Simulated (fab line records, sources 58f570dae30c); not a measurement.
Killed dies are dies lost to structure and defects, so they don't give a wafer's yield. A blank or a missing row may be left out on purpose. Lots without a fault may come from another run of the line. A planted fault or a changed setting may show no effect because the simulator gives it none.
fab line records | flow berkeley_cmos170 | part 2 of 2: steps 28 to 36 of 36
record lots=5 wafers=15 last_day=12
route steps=331 shown BACKSIDE@202 SDANNEAL@204 PSD@206 NSD@207 PLDD@208 NLDD@209 SILICIDE@210 CONTACT@216
lots that met no fault: from a run of the same line without faults
start_h: hours from the record's first day to the start of the lot's first wafer shown | wait_h: hours since the lot's step before | " the same as in the row above | L1.1+2: a row that stands for several wafers | - no value, or no start given | * or withheld: withheld | < > ~ a bound
route shown NAME@n: a module of which the file shows steps, and the number in the route of the first | usual: mean/standard deviation of fault-free wafers | same: alike in all rows | chamber/n: place in a boat | sites: the reading at each site | _std_site: their standard deviation | _edge_site: outer sites' mean less inner sites' | radius_mm: how far each site lies from the wafer's centre | mask NAME#n: copy n | behind: the tool/chamber that last shaped the wafer | hold: why the lot was held/for how many hours/how that ended | device: the transistor (n, p or np) that didn't switch | end of line: the same wafers' tests at the end of the route | a step without rows: its recipe alone | killed: dies lost to structure and defects at the first sort, not the wafer's yield | map: a wafer's dies, x killed, . not, _ none there
set.NAME: the setting as run; set.NAME@STEP: as run at that earlier step | model.NAME: the simulator's own value behind a step, which no gauge read
lots at some steps of the route; a table a step, a row a wafer
services: from which hour (start_h, from the record's first day; less than 0 if before it) a tool's chamber was out of use, for how many hours, and why
## steps
# step UCB170_CONTACT_PEB_13
# recipe peb_temp_c=130 peb_time_s=withheld resist=KrF
# usual exhaust_pa=45.0/0.96
# columns lot.wafer tool chamber start_h wait_h exhaust_pa
L076.2 litho_track-01 0 192.87 0.3 45.9
L076.3 " 0 " " 45.7
L076.6 " 0 " " 45.3
L078.3 litho_track-01 0 196.50 0.1 44.2
L078.4 " 0 " " 46.3
L078.5 " 0 " " 44.3
L083.1 litho_track-02 0 238.97 0.1 46.3
L083.4 " 0 " " 45.8
L083.6 " 0 " " 45.4
L085.2 litho_track-02 0 239.59 0.1 44.4
L085.3 " 0 " " 45.4
L085.5 " 0 " " 43.9
L091.2 litho_track-01 0 278.13 0.4 45.5
L091.3 " 0 " " 44.2
L091.6 " 0 " " 45.0
# step UCB170_CONTACT_DEVELOP_14
# recipe developer=TMAH develop_time_s=45 resist=KrF dev_temp_c=21
# usual exhaust_pa=44.8/0.79
# columns lot.wafer tool chamber start_h wait_h exhaust_pa
L076.2 litho_track-01 0 - - 43.2
L076.3 " 0 " " 43.8
L076.6 " 0 " " 44.3
L078.3 litho_track-01 0 - - 44.5
L078.4 " 0 " " 43.8
L078.5 " 0 " " 44.7
L083.1 litho_track-02 0 - - 45.0
L083.4 " 0 " " 45.8
L083.6 " 0 " " 45.4
L085.2 litho_track-02 0 - - 45.3
L085.3 " 0 " " 45.4
L085.5 " 0 " " 44.7
L091.2 litho_track-01 0 - - 44.3
L091.3 " 0 " " 46.0
L091.6 " 0 " " 44.1
# step UCB170_CONTACT_CD_MEAS_15
# recipe target_cd_nm=700
# usual cd_nm=699.6/1.3
# columns lot.wafer tool chamber start_h wait_h cd_nm
L076.2 cd_sem-01 - 193.14 - 699.9
L076.3 " - " " 701.6
L076.6 " - " " 700.9
L078.3 cd_sem-01 - 196.76 - 700.1
L078.4 " - " " 699.8
L078.5 " - " " 700.0
L083.1 cd_sem-01 - 239.24 - 700.0
L083.4 " - " " 700.2
L083.6 " - " " 698.4
L085.2 cd_sem-01 - 239.86 - 700.1
L085.3 " - " " 701.7
L085.5 " - " " 702.3
L091.2 cd_sem-02 - 278.40 - 698.8
L091.3 " - " " 698.4
L091.6 " - " " 698.1
# step UCB170_CONTACT_OVL_MEAS_16
# usual CONTACT_OVL=2/5.4
# columns lot.wafer tool chamber start_h wait_h CONTACT_OVL[nm]
L076.2 overlay-02 - 193.25 0.1 2
L076.3 " - " " -2
L076.6 " - " " 5
L078.3 overlay-01 - 196.85 0.1 4
L078.4 " - " " 8
L078.5 " - " " 6
L083.1 overlay-01 - 239.36 0.1 3
L083.4 " - " " 4
L083.6 " - " " 7
L085.2 overlay-02 - 239.97 0.1 -6
L085.3 " - " " -3
L085.5 " - " " -7
L091.2 overlay-01 - 278.50 0.1 3
L091.3 " - " " -2
L091.6 " - " " 3
# step UCB170_CONTACT_ETCH_17
# recipe chemistry=N2/H2 target_depth_a=withheld overetch_a=withheld target=BARC time_s=withheld source_w=500 bias_w=100 pressure_mtorr=30 n2_flow_sccm=100 h2_flow_sccm=200
# usual drypump_motor_current_A=5.6/0.43 oes_product_au=1.001/0.023 throttle_valve_pct=13.38/0.17
# columns lot.wafer tool chamber start_h wait_h drypump_motor_current_A oes_product_au throttle_valve_pct
L076.2 rie_diel-01 0 193.28 0.0 5.4 0.975 13.34
L076.3 " 1 " " 5.1 1.008 13.36
L076.6 " 0 " " 5.4 0.977 13.34
L078.3 rie_diel-02 1 196.88 0.0 5.6 0.979 13.25
L078.4 " 3 " " 5.1 1.035 13.52
L078.5 " 2 " " 5.6 0.975 13.54
L083.1 rie_diel-01 2 239.40 0.0 6.0 0.980 13.59
L083.4 " 1 " " 5.1 1.004 13.38
L083.6 " 1 " " 5.1 1.012 13.35
L085.2 rie_diel-01 3 240.00 0.0 6.2 0.984 13.03
L085.3 " 0 " " 5.4 0.972 13.33
L085.5 " 3 " " 6.2 0.988 13.02
L091.2 rie_diel-04 1 278.53 0.0 6.0 1.031 13.44
L091.3 " 3 " " 5.2 0.976 13.15
L091.6 " 1 " " 6.0 1.024 13.42
# step UCB170_CONTACT_ETCH_18
# recipe chemistry=CHF3/CF4/Ar target=PSG stop_on=TiSi2 CHF3_flow_sccm=45 cf4_flow_sccm=15 Ar_flow_sccm=150 pressure_mtorr=200 rf_w=700 target_depth_a=8400 over_etch_frac=0.2 time_s=195
# usual CHF3_flow_sccm=44.99/0.14 drypump_motor_current_A=5.6/0.43 oes_product_au=0.902/0.017 throttle_valve_pct=6.97/0.1
# columns lot.wafer tool chamber start_h wait_h CHF3_flow_sccm drypump_motor_current_A oes_product_au rf_hours_counter_h throttle_valve_pct
L076.2 rie_diel-01 0 - - 45.06 5.4 0.882 89 6.99
L076.3 " 1 " " 44.99 5.1 0.905 26 6.89
L076.6 " 0 " " 45.00 5.4 0.887 - 6.95
L078.3 rie_diel-02 1 - - 45.17 5.5 0.877 22 6.87
L078.4 " 3 " " 44.83 5.2 0.905 38 7.06
L078.5 " 2 " " 44.86 5.6 0.874 - 7.08
L083.1 rie_diel-01 2 - - 44.93 6.1 0.882 0 7.08
L083.4 " 1 " " 44.79 5.1 0.902 28 6.90
L083.6 " 1 " " 44.85 5.1 0.899 - 6.91
L085.2 rie_diel-01 3 - - 44.95 6.2 0.882 63 6.79
L085.3 " 0 " " 44.85 5.4 0.883 92 6.97
L085.5 " 3 " " 44.98 6.2 0.891 - 6.79
L091.2 rie_diel-04 1 - - 45.06 6.0 0.918 21 7.00
L091.3 " 3 " " 45.01 5.2 0.889 18 6.81
L091.6 " 1 " " 44.99 6.0 0.916 - 7.00
# step UCB170_CONTACT_STRIP_19
# recipe chemistry=O2 power_w=400 pressure_mtorr=3500 platen_temp_c=withheld o2_flow_sccm=400 overash_fraction=0.5
# usual drypump_motor_current_A=5.73/0.28 oes_product_au=0.725/0.004
# columns lot.wafer tool chamber start_h wait_h drypump_motor_current_A oes_product_au rf_hours_counter_h
L076.2 plasma_asher-03 0 193.45 - 5.99 0.722 49
L076.3 " 0 " " 6.04 0.719 -
L076.6 " 1 " " 5.46 0.721 -
L078.3 plasma_asher-01 0 197.08 - 5.85 0.728 -
L078.4 " 1 " " 5.84 0.724 -
L078.5 " 0 " " 5.83 0.725 -
L083.1 plasma_asher-03 1 239.57 - 5.45 0.719 53
L083.4 " 1 " " 5.45 0.730 -
L083.6 " 0 " " 6.08 0.722 -
L085.2 plasma_asher-03 0 240.17 - 6.05 0.731 53
L085.3 " 1 " " 5.47 0.723 -
L085.5 " 0 " " 6.04 0.726 -
L091.2 plasma_asher-03 0 278.70 - 6.06 0.722 57
L091.3 " 1 " " 5.47 0.720 -
L091.6 " 1 " " 5.45 0.719 -
# step UCB170_CONTACT_CD_MEAS_90
# recipe target_cd_nm=700
# usual cd_nm=699.9/1.4
# columns lot.wafer tool chamber start_h wait_h cd_nm
L076.2 cd_sem-01 - 193.57 0.1 701.5
L076.3 " - " " 702.4
L076.6 " - " " 701.9
L078.3 cd_sem-02 - 197.19 0.1 700.9
L078.4 " - " " 700.0
L078.5 " - " " 700.4
L083.1 cd_sem-02 - 239.67 0.1 699.5
L083.4 " - " " 699.8
L083.6 " - " " 698.7
L085.2 cd_sem-01 - 240.29 0.1 699.6
L085.3 " - " " 702.2
L085.5 " - " " 701.9
L091.2 cd_sem-01 - 278.82 0.1 699.1
L091.3 " - " " 698.7
L091.6 " - " " 697.9
# step UCB170_CONTACT_CLEAN_20
# recipe chemistry=SPM temp_c=120 time_s=600
# columns lot.wafer tool chamber start_h wait_h
L076.2+3+6 wet_bench-01 3 193.67 0.1
L078.3+4+5 wet_bench-01 3 197.27 0.1
L083.1+4+6 wet_bench-01 2 239.79 0.1
L085.2+3+5 wet_bench-01 0 240.44 0.1
L091.2+3+6 wet_bench-01 0 278.93 0.1
## services
# columns tool chamber start_h hours kind
rie_diel-02 1 167.32 3.8 repair
rie_diel-01 1 168.77 2.2 repair
rie_diel-02 2 171.05 15.6 repair
lpcvd-02 - 173.85 1.2 repair
rie_diel-02 3 182.46 5.5 repair
rie_diel-04 - 193.65 14.6 pm
krf_scanner-01 - 195.19 1.0 pm
rie_diel-02 0 210.60 11.8 repair
krf_scanner-01 - 212.84 4.0 pm
rie_diel-04 - 216.55 0.1 repair
pvd_sputter-03 - 217.36 2.5 repair
plasma_asher-04 - 223.59 4.0 repair
rie_diel-02 0 226.19 1.2 repair
rie_diel-02 - 231.91 0.7 repair
krf_scanner-02 - 234.60 1.7 repair
rie_diel-02 1 235.57 8.8 repair
plasma_asher-02 - 244.02 3.9 repair
krf_scanner-01 - 247.70 0.6 repair
krf_scanner-02 - 261.30 0.8 pm
krf_scanner-02 - 264.77 4.1 repair
krf_scanner-01 - 268.96 0.8 pm
rtp_anneal-02 - 273.51 4.0 pm
rie_diel-01 3 278.20 22.2 repair
pvd_sputter-03 - 278.48 3.8 repair
